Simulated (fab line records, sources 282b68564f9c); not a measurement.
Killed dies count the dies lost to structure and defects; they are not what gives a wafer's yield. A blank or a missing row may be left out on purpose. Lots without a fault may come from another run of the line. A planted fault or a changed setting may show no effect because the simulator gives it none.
Which of the tools did it? | flow rit cmos | Sampling: 13 lots, 39 wafers, 2 of 202 route steps

WHAT THE GAUGES SHOWED, per wafer
The record holds no reading of a measuring or inspecting step that can be judged against a usual standard deviation.

EACH LOT AND THE TOOL THAT RAN IT (in order: tool; ch and the chambers of the sampled wafers; start)
lot  | RIT_PSD_STRIP_09                    | RIT_M1_PROBE_99
L102 | plasma asher-03 ch 0,1, day 3 12:11 | prober-01, day 3 20:32
L103 | plasma asher-02 ch 0,1, day 3 15:23 | prober-02, day 3 23:46
L106 | plasma asher-04 ch 0, day 4 02:26   | prober-02, day 4 11:07
L105 | plasma asher-03 ch 0,1, day 4 02:44 | prober-01, day 4 12:37
L108 | plasma asher-04 ch 0,1, day 4 15:17 | prober-01, day 4 23:19
L109 | plasma asher-04 ch 0,1, day 4 18:54 | prober-02, day 5 03:03
L112 | plasma asher-02 ch 0,1, day 5 10:18 | prober-01, day 5 18:21
L113 | plasma asher-03 ch 0,1, day 5 18:15 | prober-02, day 6 02:09
L115 | plasma asher-03 ch 1, day 6 02:47   | prober-02, day 6 11:07
L121 | plasma asher-02 ch 0,1, day 7 06:49 | prober-02, day 7 14:44
L122 | plasma asher-02 ch 0,1, day 7 11:06 | prober-01, day 7 19:09
L123 | plasma asher-04 ch 0, day 7 13:37   | prober-02, day 7 21:37
L125 | plasma asher-04 ch 0,1, day 8 01:28 | prober-02, day 8 09:35
- RIT_PSD_STRIP_09: strips in O2, time 180 s.
- RIT_M1_PROBE_99

AS READ BY THE TOOLS THEMSELVES (means over the sampled wafers that have a number; for cases with no such wafer, the mark the record gives instead)
RIT_PSD_STRIP_09. Usual: drypump motor current A 5.8 A, standard deviation 0.39; run length s 208.2 s, standard deviation 0.4.
lot  | tool            | drypump motor current A (A) | run length s (s) | flag
L102 | plasma asher-03 | 5.6                         | 207.9            |
L103 | plasma asher-02 | 5.9                         | 208.3            |
L106 | plasma asher-04 | 6.4                         | 208.0            |
L105 | plasma asher-03 | 5.6                         | 207.7            |
L108 | plasma asher-04 | 6.0                         | 208.4            |
L109 | plasma asher-04 | 6.2                         | 208.2            |
L112 | plasma asher-02 | 6.0                         | 208.5            |
L113 | plasma asher-03 | 5.6                         | 208.0            |
L115 | plasma asher-03 | 5.2                         | 117.1            | OFF
L121 | plasma asher-02 | 6.0                         | 208.4            |
L122 | plasma asher-02 | 6.1                         | 208.5            |
L123 | plasma asher-04 | 6.4                         | 207.9            |
L125 | plasma asher-04 | 6.0                         | 208.2            |

RIT_M1_PROBE_99. Usual: killed_at_M0_to_M3 0.0, standard deviation 0.12; killed at contacts 0.0, standard deviation 0.22; killed at front end 6.5, standard deviation 2.8; killed dies 6.5, standard deviation 2.8; killed on rim 1.7, standard deviation 1.3; killed open 3.2, standard deviation 1.8; killed short 3.3, standard deviation 2.
lot  | tool      | killed_at_M0_to_M3 | killed at contacts | killed at front end | killed dies | killed on rim | killed open | killed short | flag
L102 | prober-01 | 0.0                | 0.0                | 5.7                 | 5.7         | 1.7           | 3.7         | 1.3          |
L103 | prober-02 | 0.0                | 0.0                | 5.0                 | 5.0         | 1.7           | 0.7         | 4.3          |
L106 | prober-02 | 0.0                | 0.0                | 6.3                 | 6.3         | 0.3           | 3.0         | 3.3          |
L105 | prober-01 | 0.0                | 0.0                | 6.0                 | 6.0         | 1.0           | 3.7         | 2.3          |
L108 | prober-01 | 0.0                | 0.0                | 3.7                 | 3.7         | 0.3           | 2.7         | 1.0          |
L109 | prober-02 | 0.0                | 0.0                | 6.3                 | 6.3         | 1.3           | 2.3         | 4.0          |
L112 | prober-01 | 0.0                | 0.3                | 5.3                 | 5.7         | 2.7           | 3.7         | 2.0          |
L113 | prober-02 | 0.0                | 0.0                | 8.0                 | 8.0         | 1.3           | 4.3         | 3.7          |
L115 | prober-02 | 0.0                | 0.0                | 264.0               | 264.0       | 70.0          | 2.3         | 2.7          | OFF
L121 | prober-02 | 0.0                | 0.0                | 6.0                 | 6.0         | 2.0           | 2.3         | 3.7          |
L122 | prober-01 | 0.0                | 0.3                | 6.7                 | 7.0         | 1.3           | 3.3         | 3.7          |
L123 | prober-02 | 0.3                | 0.0                | 5.7                 | 6.0         | 1.3           | 2.7         | 3.3          |
L125 | prober-02 | 0.0                | 0.0                | 5.7                 | 5.7         | 0.7           | 2.0         | 3.7          |

THE ANSWER, worked out from the rows above alone
Rule: a lot is off if the mean of its wafers that have a number lies more than 3 standard deviations from the usual mean. A lot without any number at a reading at which 4 lots or more have one is off too. Where the step has rows for the other lots, those lots are counted as sound. The gauges are gone through in route order, then the tools' own readings, and for those a lot's mean is taken as printed above. The first step at which some lot is off is used, and at that step the reading that is off furthest; a lot without a number counts as furthest.
Off, at RIT_PSD_STRIP_09 on run length s: L115.
If a tool, at that step or one of the process steps before it, ran each lot that is off and ran no sound lot following the first of them, it fits. One fits: plasma asher-03 at RIT_PSD_STRIP_09. A fault onset in the window from L113 (day 5 18:15, its last sound lot) to L115 (day 6 02:47, its first lot off) fits.
On the lots that are off, the tool's own readings at RIT_PSD_STRIP_09 differ by more than 5 times the standard deviation of the sound lots' means, which bears it out; run length s reads 117.1 s there versus 208.2 s on the sound lots.

WHAT HAD BEEN PUT IN BY THE SIMULATOR
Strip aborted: plasma asher-03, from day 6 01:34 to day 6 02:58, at RIT_PSD_STRIP_09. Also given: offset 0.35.
Lots struck among those shown: L115. The rule above reached the same finding.
